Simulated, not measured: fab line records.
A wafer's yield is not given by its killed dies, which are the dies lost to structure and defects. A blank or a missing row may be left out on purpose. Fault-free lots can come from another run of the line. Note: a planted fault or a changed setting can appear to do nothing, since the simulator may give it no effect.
Chamber matching -- flow berkeley cmos170 -- pecvd-04 running UCB170_V1_CVD_00: 3 sister chambers
The step deposits SiO2 from TEOS/O2, target thk 2000 nm, time 250 s. 14 wafers are shown with their chamber, then 7 later ones without.

== WAFERS, EACH WITH ITS CHAMBER ==
wafer,chamber,heater power w (W)
L611.2,0,301
L611.5,0,305
L611.6,2,334
L615.2,0,268
L615.3,1,171
L615.4,1,228
L612.1,0,317
L612.4,2,255
L612.5,1,235
L616.1,1,233
L616.2,2,325
L616.6,2,254
L625.1,2,324
L625.2,0,256

SIGNATURES (means of the wafers above)
reading,chamber 0,chamber 1,chamber 2,scatter within a chamber
heater power w,289.40,216.75,298.40,33
Rule: for a wafer and a chamber, the distance is found by dividing, reading by reading, the gap between the wafer's reading and the chamber's mean by the reading's scatter, squaring, summing and taking the root. The wafer belongs to the nearest chamber; if the next one is less than 2 further off, it can't be placed. How the scatter is found: for the shown wafers, subtract from each reading the mean of its chamber, square and add these, divide the total by (wafers less chambers), then take the root.

== WAFERS WITH NO CHAMBER GIVEN ==
wafer,heater power w (W)
L625.6,160
L629.2,315
L629.3,331
L629.5,218
L633.1,301
L633.3,349
L633.4,224

== WHICH CHAMBER EACH WENT THROUGH ==
wafer,from the rows above,in truth
L625.6,1,1
L629.2,can't be placed: 2 or 0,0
L629.3,can't be placed: 2 or 0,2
L629.5,1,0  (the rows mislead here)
L633.1,can't be placed: 2 or 0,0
L633.3,can't be placed: 2 or 0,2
L633.4,can't be placed: 1 or 0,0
Placed correctly: 1 of 7. Unplaceable from these rows: 5, with the true chamber sitting among the candidates in 5. Wrongly placed: 1.
